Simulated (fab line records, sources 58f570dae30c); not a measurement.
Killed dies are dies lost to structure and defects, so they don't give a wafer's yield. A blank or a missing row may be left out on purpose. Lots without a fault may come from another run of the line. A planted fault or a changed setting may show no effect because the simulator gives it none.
Which tool did it? | flow berkeley_cmos170 | 16 lots, 48 wafers sampled, at 5 steps of a route of 331

WHAT THE GAUGES READ, wafer by wafer
UCB170_NWELL_THK_MEAS_02.
lot  | measured    | on            | NWELL_OXIDE_THK (nm)
L411 | day 2 00:26 | film_metro-02 | 26.3 26.2 25.9
L412 | day 2 10:02 | film_metro-01 | 26.7 26.6 26.4
L413 | day 2 10:02 | film_metro-04 | 26.5 26.1 26.4
L414 | day 2 20:55 | film_metro-04 | 26.8 26.9 27.3
L416 | day 3 03:43 | film_metro-04 | 25.8 26.0 26.1
L417 | day 3 08:37 | film_metro-04 | 27.6 27.8 27.4
L418 | day 3 08:39 | film_metro-01 | 27.5 27.9 28.0
L419 | day 3 18:45 | film_metro-02 | 26.7 26.7 26.5
L420 | day 4 00:17 | film_metro-04 | 26.8 26.8 27.2
L421 | day 4 07:21 | film_metro-01 | 26.3 26.4 26.2
L422 | day 4 07:21 | film_metro-02 | 25.9 25.8 25.9
L425 | day 5 05:35 | film_metro-04 | 26.1 26.2 26.3
L426 | day 5 05:35 | film_metro-02 | 26.9 26.3 26.1
L427 | day 5 16:30 | film_metro-01 | 26.4 26.7 26.3
L430 | day 6 05:44 | film_metro-02 | 26.4 25.7 26.1
L432 | day 6 15:19 | film_metro-01 | 26.9 26.6 26.7

UCB170_NWELL_THK_MEAS_05.
lot  | measured    | on            | NWELL_NITRIDE_THK (nm)
L411 | day 2 06:41 | film_metro-04 | 225.1 224.5 225.0
L412 | day 2 18:57 | film_metro-04 | 225.8 224.2 224.9
L413 | day 2 18:57 | film_metro-02 | 222.0 221.7 222.3
L414 | day 3 02:37 | film_metro-04 | 226.6 225.4 226.6
L416 | day 3 11:10 | film_metro-04 | 222.2 222.1 222.2
L417 | day 3 15:00 | film_metro-02 | 228.3 228.3 228.1
L418 | day 3 15:02 | film_metro-04 | 222.3 222.4 223.8
L419 | day 4 03:00 | film_metro-04 | 226.3 225.0 225.1
L420 | day 4 07:58 | film_metro-04 | 224.8 225.3 224.2
L421 | day 4 14:40 | film_metro-04 | 222.7 222.5 222.3
L422 | day 4 14:40 | film_metro-01 | 225.2 226.8 225.4
L425 | day 5 12:49 | film_metro-01 | 225.7 225.7 225.4
L426 | day 5 12:50 | film_metro-04 | 223.6 224.1 223.5
L427 | day 5 22:45 | film_metro-04 | 227.6 229.1 227.4
L430 | day 6 14:29 | film_metro-02 | 222.2 223.3 223.1
L432 | day 6 22:06 | film_metro-02 | 225.5 228.5 226.7

UCB170_WELLDRIVE_THK_MEAS_02.
lot  | measured    | on            | WELLDRIVE_OXIDE_THK (nm)
L411 | day 3 16:13 | film_metro-02 | 203 204 208
L412 | day 4 07:54 | film_metro-02 | 199 195 194
L413 | day 4 07:52 | film_metro-03 | 198 195 198
L414 | day 4 12:39 | film_metro-01 | 207 205 203
L416 | day 4 20:01 | film_metro-01 | 203 202 200
L417 | day 5 03:08 | film_metro-02 | 202 196 197
L418 | day 5 03:10 | film_metro-03 | 198 199 195
L419 | day 5 13:38 | film_metro-03 | 204 200 200
L420 | day 6 00:26 | film_metro-01 | 199 200 202
L421 | day 6 00:25 | film_metro-02 | 203 203 202
L422 | day 6 00:25 | film_metro-03 | 196 197 198
L425 | day 7 04:14 | film_metro-02 | 204 204 208
L426 | day 7 04:15 | film_metro-01 | 204 201 201
L427 | day 7 04:16 | film_metro-03 | 199 198 198
L430 | day 8 07:42 | film_metro-01 | 195 199 194
L432 | day 8 20:11 | film_metro-02 | 199 196 195

UCB170_ACTIVE_OVL_MEAS_14.
lot  | measured    | on         | ACTIVE_OVL (nm)
L411 | day 4 12:11 | overlay-01 | 2 2 4
L412 | day 5 05:51 | overlay-02 | 4 1 -3
L413 | day 5 06:08 | overlay-01 | 3 -2 6
L414 | day 5 11:26 | overlay-01 | 0 -3 -3
L416 | day 5 18:23 | overlay-01 | 4 11 7
L417 | day 6 02:58 | overlay-01 | 3 3 5
L418 | day 6 02:44 | overlay-02 | -2 3 -3
L419 | day 6 13:50 | overlay-02 | 1 7 -2
L420 | day 7 00:40 | overlay-02 | 7 1 6
L421 | day 7 00:55 | overlay-02 | -8 -3 0
L422 | day 7 00:38 | overlay-01 | -2 5 6
L425 | day 8 14:53 | overlay-02 | 277 273 276
L426 | day 8 15:10 | overlay-01 | 270 268 266
L427 | day 8 14:55 | overlay-01 | 277 281 281
L430 | day 9 06:25 | overlay-02 | 3 1 6
L432 | day 9 12:49 | overlay-01 | 275 270 272

WHICH TOOL RAN EACH LOT (tool, then ch and the chambers of the sampled wafers, then the start)
lot  | UCB170_ACTIVE_EXPOSE_10
L411 | krf_scanner-01 ch 0, day 4 11:41
L412 | krf_scanner-02 ch 0, day 5 05:20
L413 | krf_scanner-02 ch 0, day 5 05:31
L414 | krf_scanner-01 ch 0, day 5 10:55
L416 | krf_scanner-02 ch 0, day 5 17:49
L417 | krf_scanner-01 ch 0, day 6 02:05
L418 | krf_scanner-02 ch 0, day 6 01:54
L419 | krf_scanner-02 ch 0, day 6 13:07
L420 | krf_scanner-01 ch 0, day 6 23:19
L421 | krf_scanner-02 ch 0, day 6 23:37
L422 | krf_scanner-01 ch 0, day 6 23:23
L425 | krf_scanner-01 ch 0, day 8 14:00
L426 | krf_scanner-01 ch 0, day 8 14:16
L427 | krf_scanner-01 ch 0, day 8 14:10
L430 | krf_scanner-02 ch 0, day 9 05:11
L432 | krf_scanner-01 ch 0, day 9 12:07
- UCB170_ACTIVE_EXPOSE_10: exposes mask ACTIVE, target cd 1200 nm.

WHAT THE TOOLS THEMSELVES READ (means of the sampled wafers that have a number; where no wafer has one, the mark that the record gives instead)
The record holds no such reading with a usual standard deviation.

THE ANSWER, worked out from the rows above alone
Rule: what is usual is taken from the lots themselves. Put in order of their means at a reading, lots are off if they are a third of the lots or fewer, leave a main group of 4 or more, and stand apart from it by a gap of 3 or more times the standard deviation of the main group's means; of several such gaps the widest counts. A main group whose means are all the same, to the digits that the tables above print for the reading, isn't used. A lot without any number at a reading at which 4 lots or more have one is off too. The other lots that the step has rows for count as sound. The gauges are gone through in route order, then the tools' own readings, and for those a lot's mean is taken as printed above. The first step at which some lot is off is used, and at that step the reading that is off furthest; a lot without a number counts as furthest.
Off: L425, L426, L427, L432, at UCB170_ACTIVE_OVL_MEAS_14 (ACTIVE_OVL). The main group: mean 2 nm, standard deviation 2.9.
A tool fits if, at a process step before that reading, it ran every lot that is off, and no sound lot after the first of them. The gauges at UCB170_ACTIVE_OVL_MEAS_14 are tried like those tools. One fits: krf_scanner-01 at UCB170_ACTIVE_EXPOSE_10. Its last sound lot is L422 (day 6 23:23), its first lot that is off L425 (day 8 14:00): a fault that began between those two fits.

WHAT THE SIMULATOR HAD PUT IN
Scanner matching overlay: krf_scanner-01, from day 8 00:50 on, at UCB170_ACTIVE_EXPOSE_10. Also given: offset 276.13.
Lots struck among those shown: L425, L426, L427, L432. The rule above found the same.
